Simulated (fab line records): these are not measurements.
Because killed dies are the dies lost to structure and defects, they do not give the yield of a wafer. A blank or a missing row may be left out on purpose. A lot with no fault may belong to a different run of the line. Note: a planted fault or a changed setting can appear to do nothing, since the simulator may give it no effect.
A single fault, viewed from 2 desks	flow rit-cmos	what lay behind the numbers comes last; until then each desk has only its own

TOOL OWNER'S DESK, wet-bench-01
The tool's own readings at RIT_GATE_CLEAN_04 (cleans in dHF, time 60 s): means of the sampled wafers that have a number, for each lot that ran on this tool. A lot is out of limits, marked OUT, if its mean lies more than 4 standard deviations from the usual mean; the brackets give that distance.
Columns: A = run-length-s at RIT_GATE_CLEAN_04, usual 89 s
lot	first seen here	A
L626	day 2 16:07	94
L628	day 3 07:18	88
L633	day 4 01:21	328 (+68) OUT
This desk's verdict: out of limits on L633, starting with L633 at day 4 01:21 (run-length-s at RIT_GATE_CLEAN_04). Within limits: L626, L628.

FROM THE METROLOGY DESK
What the gauges read for every lot (on any tool): the sampled wafers with a number, averaged. A lot is out of limits, marked OUT, if its mean lies more than 4 standard deviations from the usual mean; the brackets give that distance.
Columns: A = FIELD_OXIDE_LEFT_2_THK at RIT_FOX2_THK_MEAS_91, usual 253 nm
lot	first seen here	A
L625	day 2 10:13	254
L626	day 2 16:10	258
L628	day 3 07:20	252
L633	day 4 01:22	226 (-4.6) OUT
L639	day 5 05:59	243
L641	day 5 16:41	255
L642	day 5 21:33	251
L643	day 6 03:22	251
L644	day 6 06:58	250
L645	day 6 12:34	252
L646	day 6 16:29	256
L647	day 6 22:34	259
L648	day 7 02:43	261
This desk's finding: out of limits on L633; first on L633, day 4 01:22 (FIELD_OXIDE_LEFT_2_THK at RIT_FOX2_THK_MEAS_91). Within limits: L625, L626, L628, L639, L641, L642, L643, L644, L645, L646, L647, L648.

ALL TOGETHER
An alarm could have come from the tool owner's desk at day 4 01:21, on L633.
At day 4 01:22 the metrology desk could have sounded an alarm, on L633.
All the named lots went through RIT_GATE_CLEAN_04 on wet-bench-01.

WHAT HAD BEEN PUT IN BY THE SIMULATOR
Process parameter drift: wet-bench-01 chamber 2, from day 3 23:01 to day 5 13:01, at RIT_GATE_CLEAN_04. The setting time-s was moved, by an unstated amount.
Lots struck among those shown: L633.
Fault start to first reading out of limits, in hours, per desk: tool owner, 2; metrology, 2.
